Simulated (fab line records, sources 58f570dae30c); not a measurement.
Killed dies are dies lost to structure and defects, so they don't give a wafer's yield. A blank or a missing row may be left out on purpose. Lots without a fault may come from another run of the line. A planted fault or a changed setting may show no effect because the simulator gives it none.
Chamber matching | flow berkeley_cmos170 | UCB170_V2_CVD_00 on pecvd-01: 3 sister chambers
The step deposits SiO2 from TEOS/O2, target thk 2000 nm, time 250 s. 6 wafers are shown with their chamber, then 8 later ones without.

WAFERS WITH THEIR CHAMBER
wafer  | chamber | heater_power_w (W)
L958.5 | 2       | 297
L957.1 | 0       | 280
L957.6 | 2       | 321
L967.4 | 1       | 287
L967.6 | 0       | 221
L968.1 | 1       | 362

WAFERS WITHOUT THEIR CHAMBER
wafer  | heater_power_w (W)
L968.2 | 293
L968.4 | 227
L970.2 | 309
L970.3 | 219
L970.4 | 279
L973.1 | 302
L973.4 | 225
L973.6 | 395

WHICH CHAMBER EACH WENT THROUGH
wafer  | from the rows above          | in truth
L968.2 | can't be placed: 2 or 1 or 0 | 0
L968.4 | can't be placed: 0 or 2 or 1 | 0
L970.2 | can't be placed: 2 or 1 or 0 | 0
L970.3 | can't be placed: 0 or 2 or 1 | 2
L970.4 | can't be placed: 0 or 2 or 1 | 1
L973.1 | can't be placed: 2 or 1 or 0 | 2
L973.4 | can't be placed: 0 or 2 or 1 | 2
L973.6 | can't be placed: 1 or 2 or 0 | 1
Placed correctly: 0 of 8. Can't be placed from these rows: 8 (the true chamber is among the candidates in 8). Placed wrongly: 0.
How it was worked out, from the rows above alone: a wafer's distance from a chamber is the root of the sum, over the readings, of the square of ((its reading less the chamber's mean) divided by the reading's scatter). The wafer belongs to the nearest chamber; if the next one is less than 2 further off, it can't be placed. A chamber's mean is the mean of its shown wafers. The scatter: the root of (the sum of the squares of (reading less its chamber's mean) over the shown wafers, divided by (wafers less chambers)).
